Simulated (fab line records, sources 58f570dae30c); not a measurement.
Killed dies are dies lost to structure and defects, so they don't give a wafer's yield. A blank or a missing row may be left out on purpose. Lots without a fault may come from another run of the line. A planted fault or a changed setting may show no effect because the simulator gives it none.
Chamber matching | flow berkeley_cmos170 | UCB170_PLDD_CLEAN_12 on wet_bench-01: 3 sister chambers
The step cleans in SPM, time 600 s. 6 wafers are shown with their chamber, then 4 later ones without.

WAFERS WITH THEIR CHAMBER
wafer  | chamber | bath_guard_temp_C (C) | bath_heat_duty_pct (%)
L460.2 | 1       | 120.0                 | 14.7
L460.5 | 1       | 119.8                 | 13.6
L477.3 | 0       | 119.9                 | 14.4
L477.5 | 0       | 120.2                 | 15.5
L479.3 | 3       | 119.3                 | 12.2
L479.4 | 3       | 119.2                 | 14.1

WAFERS WITHOUT THEIR CHAMBER
wafer  | bath_guard_temp_C (C) | bath_heat_duty_pct (%)
L479.5 | 119.0                 | 13.3
L481.1 | 120.2                 | 13.4
L481.5 | 119.6                 | 13.5
L481.6 | 119.7                 | 13.8

WHICH CHAMBER EACH WENT THROUGH
wafer  | from the rows above          | in truth
L479.5 | 3                            | 3
L481.1 | can't be placed: 0 or 1      | 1
L481.5 | can't be placed: 1 or 3 or 0 | 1
L481.6 | can't be placed: 1 or 0 or 3 | 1
Placed correctly: 1 of 4. Can't be placed from these rows: 3 (the true chamber is among the candidates in 3). Placed wrongly: 0.
How it was worked out, from the rows above alone: a wafer's distance from a chamber is the root of the sum, over the readings, of the square of ((its reading less the chamber's mean) divided by the reading's scatter). The wafer belongs to the nearest chamber; if the next one is less than 2 further off, it can't be placed. A chamber's mean is the mean of its shown wafers. The scatter: the root of (the sum of the squares of (reading less its chamber's mean) over the shown wafers, divided by (wafers less chambers)).
